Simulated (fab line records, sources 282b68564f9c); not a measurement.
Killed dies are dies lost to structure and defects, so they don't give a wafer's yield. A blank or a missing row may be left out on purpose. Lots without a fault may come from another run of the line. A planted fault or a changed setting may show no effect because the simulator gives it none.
Problem report in the 8D (eight disciplines) form, filled by code | flow rit_cmos | the parts of the form that need people (team, actions taken, sign-off) are left out

1. THE PROBLEM
killed_at_front_end at RIT_M1_PROBE_99 reads a mean of 173.8 on 6 wafers of 2 lots; wafers without a fault read 6.9 with a standard deviation of 2.9. That is +58 standard deviations from the usual mean.
First seen on wafer L716.4, day 6 22:50, on prober-01. The record holds 42 wafers of 14 lots with a number at this step. Rule for "out", or "out of limits": more than 4 standard deviations from the usual mean. The other wafers with a number count as sound.

2. WHAT IT IS AND WHAT IT IS NOT
question                    | is                                              | is not
which readings at this step | killed_at_front_end, killed_dies, killed_on_rim | killed_open
which lots                  | L716, L718                                      | L700, L701, L703, L706, L707, L708, L710, L719, L720, L721, L722, L723
which wafers of those lots  | all that have a number                          | -
read on which tools         | prober-01                                       | prober-02
when                        | from day 6 22:50                                | up to then (21 sound wafers); but 15 sound wafers of L719, L720, L721, L722, L723 came after

3. SUSPECTS, AND WHAT RULES EACH OUT
Counting: a tool at a process step up to the reading stays a suspect if it ran every lot that is out and no sound lot after the first of them.
- furnace-04 at RIT_FOX1_OXIDATION_00 (target thk 350.7 nm, ox time 1130 s): kept. It ran every lot that is out, first L716 (day 5 01:18), and no sound lot after that; its last sound lot up to then is L710 (day 3 23:02).
- prober-01 at RIT_M1_PROBE_99: ruled out as a lasting fault. Sound lots L720, L722 ran on it after its first lot that is out, L716 (day 6 22:50).
Left after counting: furnace-04 at RIT_FOX1_OXIDATION_00.

4. THE CAUSE (what the simulator had put in)
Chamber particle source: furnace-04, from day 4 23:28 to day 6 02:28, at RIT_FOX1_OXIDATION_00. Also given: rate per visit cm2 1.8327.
Counting left only this tool.

5. THE CHAIN OF EFFECTS, in route order
Each row: a reading whose mean over the struck wafers that have a number lies more than 3 standard deviations from the usual. Only readings for which the record gives a usual standard deviation are gone through. hours: the time from each lot's start at the first step in this table that gives one to its start at this step, as a median over the lots. sigmas: the change in usual standard deviations.
hours | step            | reading             | usual | on struck wafers | change | sigmas
0     | RIT_M1_PROBE_99 | killed_at_front_end | 6.9   | 173.8            | +166.9 | +58
0     | RIT_M1_PROBE_99 | killed_dies         | 7.1   | 174.0            | +166.9 | +58
0     | RIT_M1_PROBE_99 | killed_on_rim       | 1.9   | 48.0             | +46.1  | +33
The process steps in it:
- RIT_M1_PROBE_99

6. WHAT WOULD HAVE CAUGHT IT SOONER
In this record the first reading out of limits was taken at day 6 22:50, 47 hours after the fault began at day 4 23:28.
Of the tool readings at RIT_FOX1_OXIDATION_00 for which the record gives a usual standard deviation, none was out on any struck wafer, so an alarm limit of 4 standard deviations on them would not have fired.
All the lots that are out (2) had begun RIT_FOX1_OXIDATION_00 on furnace-04 by day 6 22:50. A hold on the tool at that time would have spared none of them.
